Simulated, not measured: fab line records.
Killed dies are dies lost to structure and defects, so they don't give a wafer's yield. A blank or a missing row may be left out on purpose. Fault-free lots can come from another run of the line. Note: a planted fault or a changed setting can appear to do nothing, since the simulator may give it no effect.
Which of the tools did it? :: flow berkeleyCmos170 :: 14 lots with 42 wafers sampled at 6 steps, on a route of 331 steps

## WHAT THE GAUGES READ, wafer by wafer
UCB170_ACTIVE_CD_MEAS_90 targets a cd of 1200 nm. Usual: 1200.1 nm for cdNm, sd 1.4.
lot: L260
measured: day 4 19:41
on: cdSem-01
cdNm (nm): 1197.4 1198.2 1198.6
flag: 

lot: L259
measured: day 4 20:03
on: cdSem-02
cdNm (nm): 1199.8 1201.5 1201.2
flag: 

lot: L261
measured: day 5 06:19
on: cdSem-01
cdNm (nm): 1199.9 1199.3 1199.4
flag: 

lot: L263
measured: day 5 06:26
on: cdSem-01
cdNm (nm): 1201.5 1201.2 1202.1
flag: 

lot: L266
measured: day 5 23:43
on: cdSem-01
cdNm (nm): 1200.5 1200.2 1201.8
flag: 

lot: L264
measured: day 6 00:13
on: cdSem-01
cdNm (nm): 1197.8 1198.9 1198.4
flag: 

lot: L268
measured: day 6 13:07
on: cdSem-02
cdNm (nm): 1201.0 1200.2 1198.7
flag: 

lot: L269
measured: day 7 01:26
on: cdSem-01
cdNm (nm): 1198.8 1198.3 1199.0
flag: 

lot: L271
measured: day 7 06:40
on: cdSem-01
cdNm (nm): 1201.7 1201.2 1200.0
flag: 

lot: L278
measured: day 8 20:56
on: cdSem-01
cdNm (nm): 1198.5 1199.1 1200.6
flag: 

lot: L279
measured: day 9 05:25
on: cdSem-01
cdNm (nm): 1200.8 1200.4 1200.2
flag: 

lot: L277
measured: day 9 05:38
on: cdSem-01
cdNm (nm): 1200.5 1200.4 1200.4
flag: 

lot: L281
measured: day 9 17:16
on: cdSem-02
cdNm (nm): 1198.2 1199.9 1200.5
flag: 

lot: L282
measured: day 9 17:26
on: cdSem-01
cdNm (nm): 1197.5 1196.3 1196.9
flag: 

UCB170_NVT_TW_MEAS_09. Usual: NVT_TW 521, standard deviation 3.6.
lot: L260
measured: day 6 05:35
on: filmMetro-03
NVT_TW: 519 521 520
flag: 

lot: L259
measured: day 6 04:53
on: filmMetro-04
NVT_TW: 517 517 515
flag: 

lot: L261
measured: day 6 19:50
on: filmMetro-04
NVT_TW: 514 515 516
flag: 

lot: L263
measured: day 6 19:29
on: filmMetro-03
NVT_TW: 521 523 520
flag: 

lot: L266
measured: day 7 08:00
on: filmMetro-03
NVT_TW: 520 521 519
flag: 

lot: L264
measured: day 7 07:33
on: filmMetro-04
NVT_TW: 516 521 518
flag: 

lot: L268
measured: day 7 20:08
on: filmMetro-04
NVT_TW: 520 521 521
flag: 

lot: L269
measured: day 9 00:28
on: filmMetro-02
NVT_TW: 528 527 527
flag: 

lot: L271
measured: day 9 11:31
on: filmMetro-04
NVT_TW: 519 518 515
flag: 

lot: L278
measured: day 10 05:20
on: filmMetro-03
NVT_TW: 521 520 521
flag: 

lot: L279
measured: day 10 17:20
on: filmMetro-03
NVT_TW: 521 518 518
flag: 

lot: L277
measured: day 10 16:46
on: filmMetro-02
NVT_TW: 528 523 525
flag: 

lot: L281
measured: day 11 13:26
on: filmMetro-02
NVT_TW: 527 525 526
flag: 

lot: L282
measured: day 11 13:10
on: filmMetro-03
NVT_TW: 522 523 521
flag: 

UCB170_PVT_OVL_MEAS_06. Usual: PVT_OVL 0 nm, standard deviation 5.8.
lot: L260
measured: day 6 07:44
on: overlay-01
PVT_OVL (nm): 0 -4 0
flag: 

lot: L259
measured: day 6 06:41
on: overlay-01
PVT_OVL (nm): -2 -2 6
flag: 

lot: L261
measured: day 6 21:40
on: overlay-01
PVT_OVL (nm): -2 -2 4
flag: 

lot: L263
measured: day 6 20:59
on: overlay-01
PVT_OVL (nm): 2 10 8
flag: 

lot: L266
measured: day 7 11:26
on: overlay-02
PVT_OVL (nm): 10 1 3
flag: 

lot: L264
measured: day 7 11:42
on: overlay-02
PVT_OVL (nm): 3 0 7
flag: 

lot: L268
measured: day 7 21:28
on: overlay-01
PVT_OVL (nm): 5 -1 8
flag: 

lot: L269
measured: day 9 01:41
on: overlay-02
PVT_OVL (nm): -6 -18 -9
flag: 

lot: L271
measured: day 9 14:46
on: overlay-01
PVT_OVL (nm): -5 -2 3
flag: 

lot: L278
measured: day 10 07:23
on: overlay-02
PVT_OVL (nm): 0 1 3
flag: 

lot: L279
measured: day 10 21:58
on: overlay-02
PVT_OVL (nm): 3 -5 -9
flag: 

lot: L277
measured: day 10 22:13
on: overlay-02
PVT_OVL (nm): -1 -1 -5
flag: 

lot: L281
measured: day 11 14:41
on: overlay-01
PVT_OVL (nm): 0 -6 4
flag: 

lot: L282
measured: day 11 14:27
on: overlay-01
PVT_OVL (nm): -3 -2 1
flag: 

UCB170_PLDD_TW_MEAS_11. Usual: PLDD_TW 1007, standard deviation 9.9.
lot: L260
measured: day 7 01:53
on: filmMetro-02
PLDD_TW: 1024 1024 1018
flag: 

lot: L259
measured: day 7 00:52
on: filmMetro-02
PLDD_TW: 1023 1021 1017
flag: 

lot: L261
measured: day 7 13:05
on: filmMetro-02
PLDD_TW: 1024 1023 1021
flag: 

lot: L263
measured: day 7 12:49
on: filmMetro-02
PLDD_TW: 1027 1016 1020
flag: 

lot: L266
measured: day 8 10:14
on: filmMetro-01
PLDD_TW: 992 991 990
flag: 

lot: L264
measured: day 8 10:29
on: filmMetro-03
PLDD_TW: 1003 996 1001
flag: 

lot: L268
measured: day 8 20:40
on: filmMetro-01
PLDD_TW: 989 992 990
flag: 

lot: L269
measured: day 9 21:19
on: filmMetro-02
PLDD_TW: 1012 1020 1016
flag: 

lot: L271
measured: day 10 06:42
on: filmMetro-01
PLDD_TW: 922 918 924
flag: OFF

lot: L278
measured: day 11 00:44
on: filmMetro-03
PLDD_TW: 925 923 926
flag: OFF

lot: L279
measured: day 11 11:49
on: filmMetro-02
PLDD_TW: 1013 1012 1008
flag: 

lot: L277
measured: day 11 12:07
on: filmMetro-02
PLDD_TW: 1011 1011 1015
flag: 

lot: L281
measured: day 12 03:01
on: filmMetro-03
PLDD_TW: 997 999 999
flag: 

lot: L282
measured: day 12 02:47
on: filmMetro-02
PLDD_TW: 1014 1014 1011
flag: 

UCB170_SDANNEAL_RS_MEAS_04: the measuring method here is four-point-probe. Usual: PLDD_RS 1032.0 ohm/sq, standard deviation 2.8.
lot: L260
measured: day 7 18:08
on: filmMetro-01
PLDD_RS (ohm/sq): 1035.0 1033.7 1033.9
flag: 

lot: L259
measured: day 7 18:07
on: filmMetro-02
PLDD_RS (ohm/sq): 1033.9 1032.5 1033.1
flag: 

lot: L261
measured: day 8 02:04
on: filmMetro-01
PLDD_RS (ohm/sq): 1027.2 1026.7 1030.4
flag: 

lot: L263
measured: day 8 01:40
on: filmMetro-03
PLDD_RS (ohm/sq): 1035.4 1036.3 1034.0
flag: 

lot: L266
measured: day 9 02:10
on: filmMetro-02
PLDD_RS (ohm/sq): 1032.3 1028.0 1030.6
flag: 

lot: L264
measured: day 9 02:24
on: filmMetro-03
PLDD_RS (ohm/sq): 1036.2 1033.0 1034.5
flag: 

lot: L268
measured: day 9 11:40
on: filmMetro-02
PLDD_RS (ohm/sq): 1030.8 1032.7 1032.9
flag: 

lot: L269
measured: day 10 11:25
on: filmMetro-02
PLDD_RS (ohm/sq): 1028.9 1032.0 1030.5
flag: 

lot: L271
measured: day 10 19:39
on: filmMetro-03
PLDD_RS (ohm/sq): 1264.3 1261.2 1255.7
flag: OFF

lot: L278
measured: day 11 14:45
on: filmMetro-01
PLDD_RS (ohm/sq): 1260.7 1255.0 1261.7
flag: OFF

lot: L279
measured: day 12 00:10
on: filmMetro-03
PLDD_RS (ohm/sq): 1031.9 1032.7 1035.1
flag: 

lot: L277
measured: day 12 00:59
on: filmMetro-03
PLDD_RS (ohm/sq): 1038.4 1034.6 1035.5
flag: 

lot: L281
measured: day 13 06:34
on: filmMetro-02
PLDD_RS (ohm/sq): 1031.7 1034.2 1035.3
flag: 

lot: L282
measured: day 12 15:58
on: filmMetro-02
PLDD_RS (ohm/sq): 1028.0 1026.9 1030.1
flag: 

## WHICH TOOL RAN EACH LOT (tool, then ch and the chambers of the sampled wafers, then the start)
lot: L260
UCB170_PLDD_IMPLANT_08: implanter-03 ch 0, day 7 01:29

lot: L259
UCB170_PLDD_IMPLANT_08: implanter-02 ch 0, day 7 00:30

lot: L261
UCB170_PLDD_IMPLANT_08: implanter-02 ch 0, day 7 12:41

lot: L263
UCB170_PLDD_IMPLANT_08: implanter-04 ch 0, day 7 12:25

lot: L266
UCB170_PLDD_IMPLANT_08: implanter-04 ch 0, day 8 09:52

lot: L264
UCB170_PLDD_IMPLANT_08: implanter-02 ch 0, day 8 10:07

lot: L268
UCB170_PLDD_IMPLANT_08: implanter-02 ch 0, day 8 20:17

lot: L269
UCB170_PLDD_IMPLANT_08: implanter-04 ch 0, day 9 20:56

lot: L271
UCB170_PLDD_IMPLANT_08: implanter-02 ch 0, day 10 06:19

lot: L278
UCB170_PLDD_IMPLANT_08: implanter-02 ch 0, day 11 00:20

lot: L279
UCB170_PLDD_IMPLANT_08: implanter-04 ch 0, day 11 11:25

lot: L277
UCB170_PLDD_IMPLANT_08: implanter-04 ch 0, day 11 11:43

lot: L281
UCB170_PLDD_IMPLANT_08: implanter-03 ch 0, day 12 02:37

lot: L282
UCB170_PLDD_IMPLANT_08: implanter-04 ch 0, day 12 02:23
- UCB170_PLDD_IMPLANT_08

## WHAT THE TOOLS THEMSELVES READ (means of the sampled wafers that have a number; where no wafer has one, the mark that the record gives instead)
UCB170_PLDD_IMPLANT_08. Usual: doseIonsCm2 5e+13, standard deviation 5.4e+10; faradayCurrentUA 159, standard deviation 3.2; tiltDeg 7.001 degrees, standard deviation 0.02.
lot: L260
tool: implanter-03
doseIonsCm2: 5e+13
faradayCurrentUA: 158
tiltDeg (degrees): 6.996
flag: 

lot: L259
tool: implanter-02
doseIonsCm2: 5e+13
faradayCurrentUA: 159
tiltDeg (degrees): 6.995
flag: 

lot: L261
tool: implanter-02
doseIonsCm2: 5e+13
faradayCurrentUA: 158
tiltDeg (degrees): 7.029
flag: 

lot: L263
tool: implanter-04
doseIonsCm2: 5e+13
faradayCurrentUA: 158
tiltDeg (degrees): 7.006
flag: 

lot: L266
tool: implanter-04
doseIonsCm2: 5e+13
faradayCurrentUA: 158
tiltDeg (degrees): 6.974
flag: 

lot: L264
tool: implanter-02
doseIonsCm2: 5e+13
faradayCurrentUA: 162
tiltDeg (degrees): 6.971
flag: 

lot: L268
tool: implanter-02
doseIonsCm2: 5e+13
faradayCurrentUA: 160
tiltDeg (degrees): 7.022
flag: 

lot: L269
tool: implanter-04
doseIonsCm2: 5e+13
faradayCurrentUA: 158
tiltDeg (degrees): 7.020
flag: 

lot: L271
tool: implanter-02
doseIonsCm2: 3e+13
faradayCurrentUA: 86
tiltDeg (degrees): 7.012
flag: OFF

lot: L278
tool: implanter-02
doseIonsCm2: 3e+13
faradayCurrentUA: 87
tiltDeg (degrees): 7.021
flag: OFF

lot: L279
tool: implanter-04
doseIonsCm2: 5e+13
faradayCurrentUA: 161
tiltDeg (degrees): 6.981
flag: 

lot: L277
tool: implanter-04
doseIonsCm2: 5e+13
faradayCurrentUA: 155
tiltDeg (degrees): 7.006
flag: 

lot: L281
tool: implanter-03
doseIonsCm2: 5e+13
faradayCurrentUA: 158
tiltDeg (degrees): 7.004
flag: 

lot: L282
tool: implanter-04
doseIonsCm2: 5e+13
faradayCurrentUA: 159
tiltDeg (degrees): 7.015
flag: 

## THE ANSWER, worked out from the rows above alone
Rule: a lot counts as off when the mean over its wafers that have a number is more than 3 standard deviations away from the usual mean. Also off: a lot with no number at a reading for which 4 or more lots have one. Any other lot the step has rows for is counted as sound. Order of review: gauges by route order, followed by the tools' own readings, for which a lot's mean as printed above is used. At the first step where some lot is off, the reading lying furthest off is the one used; lots without a number count as furthest.
Off: L271, L278, seen at UCB170_PLDD_TW_MEAS_11 (PLDD_TW).
A tool fits if, at a process step before that reading, it ran every lot that is off, and no sound lot after the first of them. Not tried: the gauges at UCB170_PLDD_TW_MEAS_11; whatever is off there is also off at UCB170_PLDD_IMPLANT_08, on other tools, and gauge error can't account for it. One candidate fits, namely implanter-02 at UCB170_PLDD_IMPLANT_08. Its last sound lot is L268 (day 8 20:17), its first lot that is off L271 (day 10 06:19): a fault that began between those two fits.
The tool's own readings at UCB170_PLDD_IMPLANT_08 bear it out: on the lots that are off they differ by more than 5 times the standard deviation of the sound lots' means. doseIonsCm2 reads 3e+13 there against 5e+13 on the sound lots; faradayCurrentUA reads 86 there against 159 on the sound lots.

## WHAT WAS PUT IN BY THE SIMULATOR
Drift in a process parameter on implanter-02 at UCB170_PLDD_IMPLANT_08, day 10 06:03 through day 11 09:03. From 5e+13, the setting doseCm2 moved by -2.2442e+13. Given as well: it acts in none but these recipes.
Struck lots among those shown: L271, L278. This agrees with what the rule above found.
